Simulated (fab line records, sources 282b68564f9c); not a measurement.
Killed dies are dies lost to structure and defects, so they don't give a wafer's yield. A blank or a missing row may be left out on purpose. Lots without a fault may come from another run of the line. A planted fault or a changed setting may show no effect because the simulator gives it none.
Which tool did it? | flow rit_cmos | 14 lots, 42 wafers sampled, at 6 steps of a route of 202

WHAT THE GAUGES READ, wafer by wafer
RIT_ACTIVE_THK_MEAS_02.
lot  | measured    | on            | ACTIVE_OXIDE_THK (nm)
L764 | day 1 13:22 | film_metro-04 | 45.9 46.0 45.9
L765 | day 1 18:37 | film_metro-03 | 47.4 48.6 47.9
L766 | day 1 23:20 | film_metro-02 | 45.4 45.7 46.1
L767 | day 2 03:50 | film_metro-04 | 47.4 46.8 46.5
L768 | day 2 08:18 | film_metro-02 | 48.0 48.1 47.1
L775 | day 3 19:04 | film_metro-03 | 47.4 47.1 47.4
L776 | day 4 00:56 | film_metro-03 | 46.9 45.5 46.0
L777 | day 4 05:03 | film_metro-03 | 47.1 46.7 47.1
L778 | day 4 10:31 | film_metro-03 | 47.4 47.5 46.6
L780 | day 4 21:30 | film_metro-03 | 48.4 48.3 47.7
L782 | day 5 06:55 | film_metro-02 | 46.8 46.3 46.7
L783 | day 5 11:24 | film_metro-02 | 46.6 46.2 46.3
L785 | day 5 21:04 | film_metro-03 | 47.6 47.7 47.7
L787 | day 6 07:55 | film_metro-03 | 46.6 46.3 46.7

RIT_PRETRO_OVL_MEAS_06.
lot  | measured    | on         | PRETRO_OVL (nm)
L764 | day 2 10:23 | overlay-02 | 1.4 0.8 0.0
L765 | day 2 17:26 | overlay-02 | 0.0 -2.3 0.4
L766 | day 2 22:31 | overlay-02 | -0.6 -0.5 0.2
L767 | day 2 23:08 | overlay-01 | 0.9 -1.4 -1.7
L768 | day 3 06:43 | overlay-02 | -1.6 -1.6 -0.8
L775 | day 4 15:43 | overlay-01 | 0.2 -1.7 -0.3
L776 | day 4 20:46 | overlay-02 | 0.2 -1.0 -1.4
L777 | day 5 01:58 | overlay-02 | -1.0 0.2 -0.2
L778 | day 5 06:56 | overlay-01 | -1.2 -0.5 -0.8
L780 | day 5 18:47 | overlay-01 | -3.1 -2.0 -2.3
L782 | day 6 03:46 | overlay-02 | -2.1 -1.1 -2.2
L783 | day 6 09:10 | overlay-02 | 2.2 1.5 1.7
L785 | day 6 16:33 | overlay-02 | 3.2 2.0 1.0
L787 | day 7 04:36 | overlay-01 | -1.9 -1.1 1.2

RIT_PSD_TW_MEAS_10.
lot  | measured    | on            | PSD_TW
L764 | day 3 08:59 | film_metro-02 | 3464 3444 3453
L765 | day 3 14:29 | film_metro-02 | 3440 3451 3454
L766 | day 3 18:16 | film_metro-02 | 3434 3432 3450
L767 | day 3 18:29 | film_metro-03 | 3502 3517 3501
L768 | day 4 05:40 | film_metro-02 | 3432 3433 3415
L775 | day 5 15:10 | film_metro-02 | 3617 3594 3603 3620 3642 3601
L776 | day 5 18:21 | film_metro-04 | 3580 3590 3576 3599 3590 3599
L777 | day 5 21:22 | film_metro-04 | 3433 3438 3440
L778 | day 6 04:27 | film_metro-02 | 3470 3445 3447
L780 | day 6 15:22 | film_metro-02 | 3453 3453 3468
L782 | day 7 00:04 | film_metro-02 | 3464 3470 3464
L783 | day 7 06:47 | film_metro-02 | 3431 3440 3435
L785 | day 7 13:42 | film_metro-03 | 3430 3445 3442
L787 | day 8 01:19 | film_metro-03 | 3449 3428 3453

RIT_SDANNEAL_RS_MEAS_04: measures by four-point-probe.
lot  | measured    | on            | PSD_RS (ohm/sq)
L764 | day 3 09:29 | film_metro-02 | 115.1 115.7 115.6
L765 | day 3 14:59 | film_metro-04 | 115.2 115.2 115.2
L766 | day 3 18:54 | film_metro-02 | 115.6 115.6 115.4
L767 | day 3 19:03 | film_metro-04 | 115.6 115.8 116.2
L768 | day 4 06:09 | film_metro-04 | 115.5 115.9 115.8
L775 | day 5 20:57 | film_metro-04 | 108.0 108.1 108.1 108.2 108.2 108.1
L776 | day 5 22:11 | film_metro-04 | 107.8 108.0 107.9 108.1 107.9 108.2
L777 | day 5 21:52 | film_metro-03 | 116.2 116.2 116.7
L778 | day 6 04:57 | film_metro-04 | 116.1 115.9 116.1
L780 | day 6 15:52 | film_metro-03 | 116.1 116.1 115.9
L782 | day 7 00:35 | film_metro-03 | 115.9 116.1 116.0
L783 | day 7 07:17 | film_metro-04 | 115.6 115.9 115.6
L785 | day 7 14:14 | film_metro-04 | 115.0 115.8 115.9
L787 | day 8 01:49 | film_metro-04 | 115.7 115.9 115.4

RIT_SILICIDE_THK_MEAS_03: measures by xrf.
lot  | measured    | on            | SILICIDE_TI_THK (nm)
L764 | day 3 10:15 | film_metro-04 | 30.0 29.8 29.2
L765 | day 3 15:44 | film_metro-03 | 29.5 29.5 30.0
L766 | day 3 19:40 | film_metro-01 | 29.8 28.9 29.1
L767 | day 3 19:47 | film_metro-03 | 29.3 29.1 29.4
L768 | day 4 06:55 | film_metro-01 | 29.2 29.2 29.9
L775 | day 6 02:13 | film_metro-01 | 29.0 29.7 29.2
L776 | day 6 01:52 | film_metro-01 | 30.0 29.5 29.3
L777 | day 5 22:37 | film_metro-03 | 30.0 29.5 29.4
L778 | day 6 05:41 | film_metro-03 | 29.3 29.0 29.4
L780 | day 6 16:37 | film_metro-01 | 29.4 28.9 29.1
L782 | day 7 01:20 | film_metro-03 | 28.4 28.8 28.7
L783 | day 7 08:02 | film_metro-03 | 29.9 30.1 29.9
L785 | day 7 14:59 | film_metro-01 | 29.9 29.2 29.8
L787 | day 8 02:34 | film_metro-03 | 28.8 29.3 29.1

WHICH TOOL RAN EACH LOT (tool, then ch and the chambers of the sampled wafers, then the start)
lot  | RIT_PSD_IMPLANT_08
L764 | implanter-02 ch 0, day 3 08:42
L765 | implanter-03 ch 0, day 3 14:10
L766 | implanter-03 ch 0, day 3 17:56
L767 | implanter-04 ch 0, day 3 18:11
L768 | implanter-03 ch 0, day 4 05:20
L775 | implanter-03 ch 0, day 5 14:52
L776 | implanter-03 ch 0, day 5 18:02
L777 | implanter-02 ch 0, day 5 21:02
L778 | implanter-04 ch 0, day 6 04:09
L780 | implanter-04 ch 0, day 6 15:03
L782 | implanter-04 ch 0, day 6 23:46
L783 | implanter-04 ch 0, day 7 06:29
L785 | implanter-04 ch 0, day 7 13:23
L787 | implanter-02 ch 0, day 8 01:00
- RIT_PSD_IMPLANT_08

WHAT THE TOOLS THEMSELVES READ (means of the sampled wafers that have a number; where no wafer has one, the mark that the record gives instead)
RIT_PSD_IMPLANT_08.
lot  | tool         | beam_on_s (s) | dose_ions_cm2
L764 | implanter-02 | 13.7          | 5.007e+15
L765 | implanter-03 | 12.9          | 5.004e+15
L766 | implanter-03 | 13.1          | 5.005e+15
L767 | implanter-04 | 12.8          | 4.997e+15
L768 | implanter-03 | 13.1          | 5.004e+15
L775 | implanter-03 | 25.0          | 9.503e+15
L776 | implanter-03 | 24.2          | 9.494e+15
L777 | implanter-02 | 13.8          | 5.001e+15
L778 | implanter-04 | 12.7          | 5.004e+15
L780 | implanter-04 | 12.7          | 4.999e+15
L782 | implanter-04 | 12.7          | 4.991e+15
L783 | implanter-04 | 12.5          | 5.000e+15
L785 | implanter-04 | 12.8          | 5.007e+15
L787 | implanter-02 | 13.3          | 4.999e+15

THE ANSWER, worked out from the rows above alone
Rule: what is usual is taken from the lots themselves. Put in order of their means at a reading, lots are off if they are a third of the lots or fewer, leave a main group of 4 or more, and stand apart from it by a gap of 3 or more times the standard deviation of the main group's means; of several such gaps the widest counts. A main group whose means are all the same, to the digits that the tables above print for the reading, isn't used. A lot without any number at a reading at which 4 lots or more have one is off too. The other lots that the step has rows for count as sound. The gauges are gone through in route order, then the tools' own readings, and for those a lot's mean is taken as printed above. The first step at which some lot is off is used, and at that step the reading that is off furthest; a lot without a number counts as furthest.
Off: L775, L776, at RIT_PSD_TW_MEAS_10 (PSD_TW). The main group: mean 3451, standard deviation 20.
A tool fits if, at a process step before that reading, it ran every lot that is off, and no sound lot after the first of them. The gauges at RIT_PSD_TW_MEAS_10 aren't tried: what is off there is off at RIT_PSD_IMPLANT_08 too, on other tools, and a gauge's error can't cause that. One fits: implanter-03 at RIT_PSD_IMPLANT_08. Its last sound lot is L768 (day 4 05:20), its first lot that is off L775 (day 5 14:52): a fault that began between those two fits.
The tool's own readings at RIT_PSD_IMPLANT_08 bear it out: on the lots that are off they differ by more than 5 times the standard deviation of the sound lots' means. beam_on_s reads 24.6 s there against 13.0 s on the sound lots; dose_ions_cm2 reads 9.498e+15 there against 5.002e+15 on the sound lots.

WHAT THE SIMULATOR HAD PUT IN
Process parameter drift: implanter-03, from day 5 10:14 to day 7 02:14, at RIT_PSD_IMPLANT_08. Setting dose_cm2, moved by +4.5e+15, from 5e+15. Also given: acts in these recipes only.
Lots struck among those shown: L775, L776. The rule above found the same.
